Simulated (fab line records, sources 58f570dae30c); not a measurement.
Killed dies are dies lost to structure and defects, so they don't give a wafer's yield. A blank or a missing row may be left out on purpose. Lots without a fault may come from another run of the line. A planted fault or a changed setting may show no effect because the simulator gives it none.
A struck lot beside a sound one | flow berkeley_cmos170 | 15 steps out of a route of 331
Sound: wafers L563.2, L563.3, L563.4. Struck: wafers L571.3, L571.4, L571.6. The cause comes at the end.
At each step with rows: each side's tool, then ch and its chambers, then its first start. Under that, the readings that differ: sound wafers | struck wafers | difference of the means | sigmas: that difference in standard deviations of wafers without a fault.
alike: readings whose means differ by less than 2 such deviations, and words and numbers that are the same on both sides. not compared: withheld readings, readings that some wafer has no value for, bounds like >300 that may hide the same value, and numbers for which the record gives no deviation and whose values overlap.
The two part at a step that has a row with sigmas, a row that says differs or no value, or rows on one side only. Numbers that don't overlap but have no deviation are shown without sigmas and don't part them. A reading that every wafer of one side lacks parts them only if that side has two wafers or more.

UCB170_NWELL_THK_MEAS_02:
  sound on film_metro-03, day 2 06:56; struck on film_metro-01, day 4 00:58
  reading              | sound          | struck         | difference | sigmas
  NWELL_OXIDE_THK (nm) | 25.5 25.4 25.6 | 26.8 26.6 26.7 | +1.2       | +3
then, 2 steps without rows for these wafers: UCB170_NWELL_ANNEAL_03 (time 900 s); UCB170_NWELL_CVD_04 (deposits Si3N4 from SiH2Cl2/NH3, target thk 224 nm, time 3360 s).
UCB170_NWELL_THK_MEAS_05:
  sound on film_metro-03, day 2 13:26; struck on film_metro-02, day 4 08:32
  alike: NWELL_NITRIDE_THK
then, 6 steps without rows for these wafers: UCB170_NWELL_HMDS_06 (prime time 60 s); UCB170_NWELL_COAT_07 (resist thk 900 nm); UCB170_NWELL_SOFTBAKE_08 (time 60 s); UCB170_NWELL_EXPOSE_09 (exposes mask NWELL, target cd 3000 nm); UCB170_NWELL_PEB_10; UCB170_NWELL_DEVELOP_11 (develop time 45 s).
UCB170_NWELL_OVL_MEAS_12:
  sound on overlay-01, day 2 14:19; struck on overlay-02, day 4 09:55
  alike: NWELL_OVL
UCB170_NWELL_ETCH_13: etches Si3N4 in CH3F/Ar/O2, stops on SiO2, target depth 246.4 nm, time 154 s.
  sound on rie_diel-01 ch 1,2,3, day 2 14:21; struck on rie_diel-04 ch 1,2,3, day 4 09:56
  alike: drypump_motor_current_A, oes_product_au, throttle_valve_pct
  not compared: rf_hours_counter_h
UCB170_NWELL_IMPLANT_14:
  sound on implanter-04 ch 0, day 2 14:29; struck on implanter-04 ch 0, day 4 10:06
  reading            | sound             | struck               | difference | sigmas
  tilt_deg (degrees) | 6.995 6.983 7.003 | 10.411 10.382 10.389 | +3.400     | +99 or more
  alike: end_station_pressure_torr
UCB170_NWELL_STRIP_15: strips in O2.
  sound on plasma_asher-01 ch 0,1, day 2 14:36; struck on plasma_asher-02 ch 0,1, day 4 10:14
  alike: drypump_motor_current_A, oes_product_au, strip_time_to_endpoint_s
  not compared: rf_hours_counter_h
-- the record jumps here: 6 days lie between the struck wafers' starts before and after (it left off in module NWELL and takes up again in module M3, whose first step shown is number 331 of the route) --
UCB170_M3_PROBE_99:
  the record has rows for the struck wafers here (prober-02, day 10 04:02) and none for the sound ones

WHERE THEY PART
First at UCB170_NWELL_THK_MEAS_02; last, within this record, at UCB170_M3_PROBE_99.

WHY: what the simulator had put in
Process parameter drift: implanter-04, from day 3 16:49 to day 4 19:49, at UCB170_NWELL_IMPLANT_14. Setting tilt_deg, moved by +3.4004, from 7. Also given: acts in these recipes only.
